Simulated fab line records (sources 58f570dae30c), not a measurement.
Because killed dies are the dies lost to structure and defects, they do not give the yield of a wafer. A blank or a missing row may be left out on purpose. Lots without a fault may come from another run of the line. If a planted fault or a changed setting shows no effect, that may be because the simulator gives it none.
2 desks, one fault -- flow berkeley cmos170 -- only its own numbers are on each desk; what lay behind them is given at the end

== FROM THE METROLOGY DESK ==
Lot by lot, what the gauges showed, no matter which tool ran the lot: averages of those sampled wafers that carry a number. The brackets show how far a lot's mean lies from the usual mean; more than 4 standard deviations puts the lot out of limits, marked OUT.
Columns: A = cd nm at UCB170_CONTACT_CD_MEAS_15, usual 700.2 nm; B = CONTACT_OVL at UCB170_CONTACT_OVL_MEAS_16, usual -2 nm
lot,first seen here,A,B
L599,day 8 12:58,699.6,1
L606,day 9 16:26,699.1,-3
L615,day 11 10:39,701.8,-2
L617,day 12 04:08,702.0,-1
L620,day 12 08:26,701.1,-6
L621,day 12 22:27,700.4,-3
Finding of this desk: none of the 6 lots has anything out of limits.

== DESK OF THE TOOL OWNER: rie diel-03 ==
The tool's own readings at UCB170_CONTACT_ETCH_18 (etches PSG in CHF3/CF4/Ar, stops on TiSi2, target depth 840 nm, time 195 s): means of the sampled wafers that have a number, for each lot that ran on this tool. The brackets show how far a lot's mean lies from the usual mean; more than 4 standard deviations puts the lot out of limits, marked OUT.
Columns: A = drypump motor current A at UCB170_CONTACT_ETCH_18, usual 5.8 A; B = oes product au at UCB170_CONTACT_ETCH_18, usual 0.887 a.u.; C = run length s at UCB170_CONTACT_ETCH_18, usual 223.4 s; D = throttle valve pct at UCB170_CONTACT_ETCH_18, usual 6.88 %
lot,first seen here,A,B,C,D
L599,day 8 13:00,5.9,0.880,223.7,6.95
L615,day 11 10:00,5.8,0.927,216.8 (-14) OUT,6.95
L620,day 12 08:00,6.3,0.933,216.9 (-14) OUT,7.02
This desk's finding: out of limits on L615, L620; first on L615, day 11 10:00 (run length s at UCB170_CONTACT_ETCH_18). L599: within limits.

== PUT TOGETHER ==
The tool owner's desk could have raised an alarm at day 11 10:00, on L615, L620.
The metrology desk saw nothing out of limits.
The metrology desk holds a record of L615, L620, inside its limits.
All the named lots went through UCB170_CONTACT_ETCH_18 on rie diel-03.

== WHAT THE SIMULATOR PUT IN ==
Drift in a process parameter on rie diel-03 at UCB170_CONTACT_ETCH_18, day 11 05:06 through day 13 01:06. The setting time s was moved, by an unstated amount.
Shown lots that were struck: L615, L620.
Delay in hours, fault start to first out-of-limits reading, by desk: the tool owner's desk at 5.
